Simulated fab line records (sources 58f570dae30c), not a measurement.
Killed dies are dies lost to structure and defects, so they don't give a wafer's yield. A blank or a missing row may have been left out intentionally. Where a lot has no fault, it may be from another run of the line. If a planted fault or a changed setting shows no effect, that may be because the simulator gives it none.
Check of tool commonality / flow berkeleyCmos170 / 14 lots and 42 wafers in the sample

WHAT PROMPTED THE OPENING
UCB170_NLDD_TW_MEAS_11, reading NLDD_TW: flagged on 2 of 14 lots. Wafers without a fault read 2222, standard deviation 16.
Rule: flag the lot when none of its wafers has a number, or when each of its wafers that has one lies beyond 4 standard deviations from that mean. All remaining lots are regarded as sound.

lot=L189; measured=day 7 02:07; on=filmMetro-03; NLDD_TW, wafer by wafer=2211 2199 2202; flag=
lot=L191; measured=day 7 02:27; on=filmMetro-04; NLDD_TW, wafer by wafer=2206 2217 2222; flag=
lot=L190; measured=day 7 02:35; on=filmMetro-01; NLDD_TW, wafer by wafer=2240 2245 2259; flag=
lot=L195; measured=day 8 02:36; on=filmMetro-03; NLDD_TW, wafer by wafer=2211 2211 2206; flag=
lot=L192; measured=day 8 02:52; on=filmMetro-04; NLDD_TW, wafer by wafer=2220 2219 2209; flag=
lot=L193; measured=day 8 03:23; on=filmMetro-03; NLDD_TW, wafer by wafer=2216 2222 2209; flag=
lot=L194; measured=day 8 03:40; on=filmMetro-04; NLDD_TW, wafer by wafer=2215 2210 2215; flag=
lot=L200; measured=day 9 19:59; on=filmMetro-01; NLDD_TW, wafer by wafer=2444 2448 2452; flag=FLAGGED
lot=L202; measured=day 9 20:19; on=filmMetro-04; NLDD_TW, wafer by wafer=2214 2219 2211; flag=
lot=L204; measured=day 10 09:53; on=filmMetro-01; NLDD_TW, wafer by wafer=2457 2461 2467; flag=FLAGGED
lot=L205; measured=day 11 07:53; on=filmMetro-03; NLDD_TW, wafer by wafer=2216 2215 2206; flag=
lot=L209; measured=day 11 08:27; on=filmMetro-01; NLDD_TW, wafer by wafer=2227 2227 2233; flag=
lot=L210; measured=day 12 08:10; on=filmMetro-03; NLDD_TW, wafer by wafer=2194 2198 2190; flag=
lot=L212; measured=day 12 08:26; on=filmMetro-04; NLDD_TW, wafer by wafer=2215 2209 2209; flag=
On average the flagged lots' numbers are 2455, which is +233 against the usual, or +15 standard deviations.

LOT BY LOT: THE TOOL USED
The record holds 1 process step before the reading, out of a route of 331 steps. Each cell gives the tool, then ch followed by the chambers the sampled wafers passed through, then the start.
lot=L189; flag=; UCB170_NLDD_IMPLANT_08=implanter-02 ch 0, day 7 01:44
lot=L191; flag=; UCB170_NLDD_IMPLANT_08=implanter-04 ch 0, day 7 02:03
lot=L190; flag=; UCB170_NLDD_IMPLANT_08=implanter-02 ch 0, day 7 02:13
lot=L195; flag=; UCB170_NLDD_IMPLANT_08=implanter-01 ch 0, day 8 02:12
lot=L192; flag=; UCB170_NLDD_IMPLANT_08=implanter-04 ch 0, day 8 02:31
lot=L193; flag=; UCB170_NLDD_IMPLANT_08=implanter-01 ch 0, day 8 02:59
lot=L194; flag=; UCB170_NLDD_IMPLANT_08=implanter-02 ch 0, day 8 03:16
lot=L200; flag=FLAGGED; UCB170_NLDD_IMPLANT_08=implanter-04 ch 0, day 9 19:36
lot=L202; flag=; UCB170_NLDD_IMPLANT_08=implanter-02 ch 0, day 9 19:56
lot=L204; flag=FLAGGED; UCB170_NLDD_IMPLANT_08=implanter-04 ch 0, day 10 09:30
lot=L205; flag=; UCB170_NLDD_IMPLANT_08=implanter-02 ch 0, day 11 07:29
lot=L209; flag=; UCB170_NLDD_IMPLANT_08=implanter-02 ch 0, day 11 08:05
lot=L210; flag=; UCB170_NLDD_IMPLANT_08=implanter-02 ch 0, day 12 07:46
lot=L212; flag=; UCB170_NLDD_IMPLANT_08=implanter-01 ch 0, day 12 08:03
These steps, and what they do:
- UCB170_NLDD_IMPLANT_08
- UCB170_NLDD_TW_MEAS_11

FLAGGED AGAINST TOTAL, ONE TOOL AT A TIME (gauges that did the reading follow at the end)
step=UCB170_NLDD_IMPLANT_08; tool=implanter-01; lots run=3; flagged=0; share of the flagged lots=none; sound lots run after its first flagged lot=-
step=UCB170_NLDD_IMPLANT_08; tool=implanter-02; lots run=7; flagged=0; share of the flagged lots=none; sound lots run after its first flagged lot=-
step=UCB170_NLDD_IMPLANT_08; tool=implanter-04; lots run=4; flagged=2; share of the flagged lots=all; sound lots run after its first flagged lot=0
step=UCB170_NLDD_TW_MEAS_11; tool=filmMetro-01; lots run=4; flagged=2; share of the flagged lots=all; sound lots run after its first flagged lot=1 (L209)
step=UCB170_NLDD_TW_MEAS_11; tool=filmMetro-03; lots run=5; flagged=0; share of the flagged lots=none; sound lots run after its first flagged lot=-
step=UCB170_NLDD_TW_MEAS_11; tool=filmMetro-04; lots run=5; flagged=0; share of the flagged lots=none; sound lots run after its first flagged lot=-

WHAT THE TABLE PERMITS
Table rows that saw every flagged lot: 2, namely implanter-04 at UCB170_NLDD_IMPLANT_08 and filmMetro-01 at UCB170_NLDD_TW_MEAS_11.
- implanter-04 at UCB170_NLDD_IMPLANT_08 ran 4 lots, 2 of them flagged. A fault beginning between L192 (day 8 02:31), its last sound lot, and L200 (day 9 19:36), its first flagged one, fits the data. Its own readings lie more than 4 standard deviations out on every wafer of the flagged lots: doseIonsCm2, faradayCurrentUA.
- filmMetro-01 at UCB170_NLDD_TW_MEAS_11 ran 4 lots, 2 of them flagged. Sound lots ran on it after the first flagged one (L209), which a lasting fault on the whole tool wouldn't allow.
Left over: one tool, implanter-04 at UCB170_NLDD_IMPLANT_08.

WHAT HAD BEEN PUT IN BY THE SIMULATOR
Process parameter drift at UCB170_NLDD_IMPLANT_08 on implanter-04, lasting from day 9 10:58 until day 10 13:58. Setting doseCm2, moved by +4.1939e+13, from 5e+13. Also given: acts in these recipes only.
Shown lots that were struck: L200, L204. The rule above found the same.
